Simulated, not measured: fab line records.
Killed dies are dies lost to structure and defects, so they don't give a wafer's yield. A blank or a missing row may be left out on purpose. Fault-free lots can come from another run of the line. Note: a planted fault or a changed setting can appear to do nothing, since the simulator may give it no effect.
Chamber matching    flow berkeley_cmos170    UCB170_V2_CMP_02 on cmp-02 has 4 sister chambers
The step polishes SiO2. 4 wafers are shown with their chamber, then 8 later ones without.

WAFERS WITH THEIR CHAMBER
wafer   chamber  motor_current_A (A)
L278.2  3        16.3
L278.3  2        17.2
L278.4  0        14.8
L285.2  1        17.0

WAFERS MISSING THEIR CHAMBER
wafer   motor_current_A (A)
L285.4  15.9
L285.5  15.6
L286.2  15.5
L286.3  18.3
L286.5  16.2
L292.2  16.4
L292.3  16.8
L292.6  18.2

CHAMBER TAKEN BY EACH
wafer   from the rows above                in truth
L285.4  can't be placed: 3 or 0 or 1 or 2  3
L285.5  can't be placed: 3 or 0 or 1 or 2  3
L286.2  can't be placed: 0 or 3 or 1 or 2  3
L286.3  can't be placed: 2 or 1 or 3       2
L286.5  can't be placed: 3 or 1 or 2 or 0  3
L292.2  can't be placed: 3 or 1 or 2       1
L292.3  can't be placed: 1 or 2 or 3       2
L292.6  can't be placed: 2 or 1 or 3       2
Correct placement for 0 of the 8. Can't be placed from these rows: 8 (the true chamber is among the candidates in 8). Wrongly placed: 0.
How it was worked out, from the rows above alone: a wafer's distance from a chamber is the root of the sum, over the readings, of the square of ((its reading less the chamber's mean) divided by the reading's scatter). If the next closest chamber is less than 2 further off than the closest, the wafer can't be placed; otherwise it belongs to the closest. Each chamber's mean is taken over the wafers shown for it. The scatter: root of mean squared gap, hidden wafer to nearest shown wafer, with one shown wafer a chamber.
